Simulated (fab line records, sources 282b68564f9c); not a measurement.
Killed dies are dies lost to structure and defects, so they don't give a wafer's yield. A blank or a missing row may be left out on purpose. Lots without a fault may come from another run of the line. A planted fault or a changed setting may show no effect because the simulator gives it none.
One fault seen from 2 desks | flow rit_cmos | each desk has only its own numbers; what lay behind them comes last

THE TOOL OWNER'S DESK: furnace-02
The tool's own readings at RIT_FOX2_OXIDATION_00 (target thk 350.7 nm, ox time 1130 s): means of the sampled wafers that have a number, for each lot that ran on this tool. A lot is out of limits, marked OUT, if its mean lies more than 4 standard deviations from the usual mean; the brackets give that distance.
Columns: A = zone_power_centre_pct at RIT_FOX2_OXIDATION_00, usual 61.2 %; B = zone_power_source_pct at RIT_FOX2_OXIDATION_00, usual 42.4 %
lot  | first seen here | A    | B
L627 | day 2 03:49     | 61.0 | 41.4
L629 | day 2 14:08     | 61.9 | 41.4
L630 | day 2 18:16     | 61.9 | 42.0
L632 | day 3 07:12     | 62.0 | 41.2
L636 | day 4 00:18     | 61.3 | 41.4
L640 | day 4 21:33     | 61.4 | 41.5
L641 | day 5 03:52     | 61.5 | 41.2
This desk's finding: nothing out of limits on any of the 7 lots.

THE METROLOGY DESK
What the gauges read, lot by lot, whatever tool the lot ran on: means of the sampled wafers that have a number. A lot is out of limits, marked OUT, if its mean lies more than 4 standard deviations from the usual mean; the brackets give that distance.
Columns: A = FOX2_OXIDE_THK at RIT_FOX2_THK_MEAS_01, usual 350 nm; B = FIELD_OXIDE_LEFT_1_THK at RIT_FOX2_THK_MEAS_90, usual 322 nm; C = FIELD_OXIDE_LEFT_2_THK at RIT_FOX2_THK_MEAS_91, usual 254 nm
lot  | first seen here | A   | B   | C
L625 | day 1 19:53     | 358 | 331 | 264
L626 | day 2 01:04     | 352 | 324 | 256
L627 | day 2 05:08     | 346 | 318 | 250
L628 | day 2 09:20     | 358 | 331 | 261
L629 | day 2 15:27     | 346 | 319 | 250
L630 | day 2 19:35     | 344 | 317 | 250
L631 | day 3 01:30     | 352 | 325 | 258
L632 | day 3 08:31     | 340 | 312 | 244
L633 | day 3 13:07     | 350 | 324 | 256
L634 | day 3 15:56     | 356 | 329 | 261
L636 | day 4 01:37     | 346 | 319 | 251
L640 | day 4 22:52     | 326 | 299 | 230
L641 | day 5 05:11     | 326 | 299 | 231
L648 | day 6 17:55     | 347 | 320 | 252
This desk's finding: nothing out of limits on any of the 14 lots.

PUT TOGETHER
The tool owner's desk saw nothing out of limits.
The metrology desk saw nothing out of limits.

WHAT THE SIMULATOR HAD PUT IN
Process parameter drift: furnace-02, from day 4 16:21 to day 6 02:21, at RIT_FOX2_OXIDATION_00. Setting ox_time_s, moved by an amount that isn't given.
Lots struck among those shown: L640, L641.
